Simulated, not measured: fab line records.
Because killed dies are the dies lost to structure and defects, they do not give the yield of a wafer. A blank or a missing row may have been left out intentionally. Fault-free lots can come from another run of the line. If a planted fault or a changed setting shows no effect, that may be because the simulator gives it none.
Which tool is to blame? ; flow berkeley cmos170 ; 42 wafers from 14 lots sampled at 2 of the route's 331 steps

== WHAT THE GAUGES SHOWED, per wafer ==
UCB170_PSD_TW_MEAS_10. Usual: for PSD_TW the level is 2333 and the standard deviation is 20.
lot;measured;on;PSD_TW;flag
L481;day 6 11:36;film metro-01;2301 2311 2306;
L480;day 6 11:47;film metro-02;2364 2354 2368;
L482;day 6 22:39;film metro-03;2325 2320 2319;
L484;day 7 04:11;film metro-03;2320 2326 2318;
L483;day 7 04:19;film metro-01;2323 2302 2308;
L489;day 8 12:28;film metro-03;2317 2319 2325;
L492;day 9 01:26;film metro-01;2320 2321 2308;
L491;day 9 01:34;film metro-01;2312 2328 2315;
L496;day 9 22:48;film metro-02;2363 2367 2349;
L497;day 10 15:01;film metro-03;2328 2326 2327;
L498;day 10 15:17;film metro-02;2353 2352 2342;
L499;day 10 20:50;film metro-02;2343 2344 2354;
L501;day 11 08:09;film metro-01;2315 2323 2324;
L500;day 11 08:11;film metro-03;2315 2324 2307;

UCB170_NSD_CD_MEAS_06 targets a cd of 1200 nm. Usual: cd nm 1200.7 nm, standard deviation 1.4.
lot;measured;on;cd nm (nm);flag
L481;day 6 15:44;cd sem-02;1200.5 1199.2 1200.0;
L480;day 6 15:19;cd sem-02;1200.0 1199.6 1197.8;
L482;day 6 23:44;cd sem-01;1203.9 1202.1 1201.5;
L484;day 7 05:24;cd sem-01;1202.4 1202.7 1202.3;
L483;day 7 05:38;cd sem-02;1202.0 1202.6 1202.3;
L489;day 8 14:09;cd sem-02;1197.8 1199.1 1199.1;
L492;day 9 03:14;cd sem-01;1202.7 1201.4 1202.0;
L491;day 9 03:31;cd sem-01;1201.0 1199.5 1199.0;
L496;day 10 03:31;cd sem-02;1198.5 1199.7 1197.9;
L497;day 10 16:54;cd sem-01;1200.3 1202.2 1200.9;
L498;day 10 16:53;cd sem-02;1200.5 1201.0 1200.4;
L499;day 10 22:05;cd sem-02;1203.9 1201.5 1203.0;
L501;day 11 09:29;cd sem-01;1198.9 1199.1 1201.1;
L500;day 11 09:45;cd sem-02;1200.7 1202.0 1200.4;

== WHAT TOOL EACH LOT RAN ON (gives the tool, then ch and the chambers of the sampled wafers, and finally the start) ==
The record holds no process step before these readings.

== AS READ BY THE TOOLS THEMSELVES (means over the sampled wafers that have a number; for cases with no such wafer, the mark the record gives instead) ==
The record holds no such reading with a usual standard deviation.

== THE ANSWER, worked out from the rows above alone ==
Rule: take the mean of a lot's wafers that have a number; if it is more than 3 standard deviations from the usual mean, the lot is off. Also off: a lot with no number at a reading for which 4 or more lots have one. Any other lot the step has rows for is counted as sound. The gauges are gone through in route order, then the tools' own readings, and for those a lot's mean is taken as printed above. The first step at which some lot is off is used, and at that step the reading that is off furthest; a lot without a number counts as furthest.
Across all readings shown, no lot is off: no conclusion can be drawn from this.

== WHAT THE SIMULATOR HAD INSERTED ==
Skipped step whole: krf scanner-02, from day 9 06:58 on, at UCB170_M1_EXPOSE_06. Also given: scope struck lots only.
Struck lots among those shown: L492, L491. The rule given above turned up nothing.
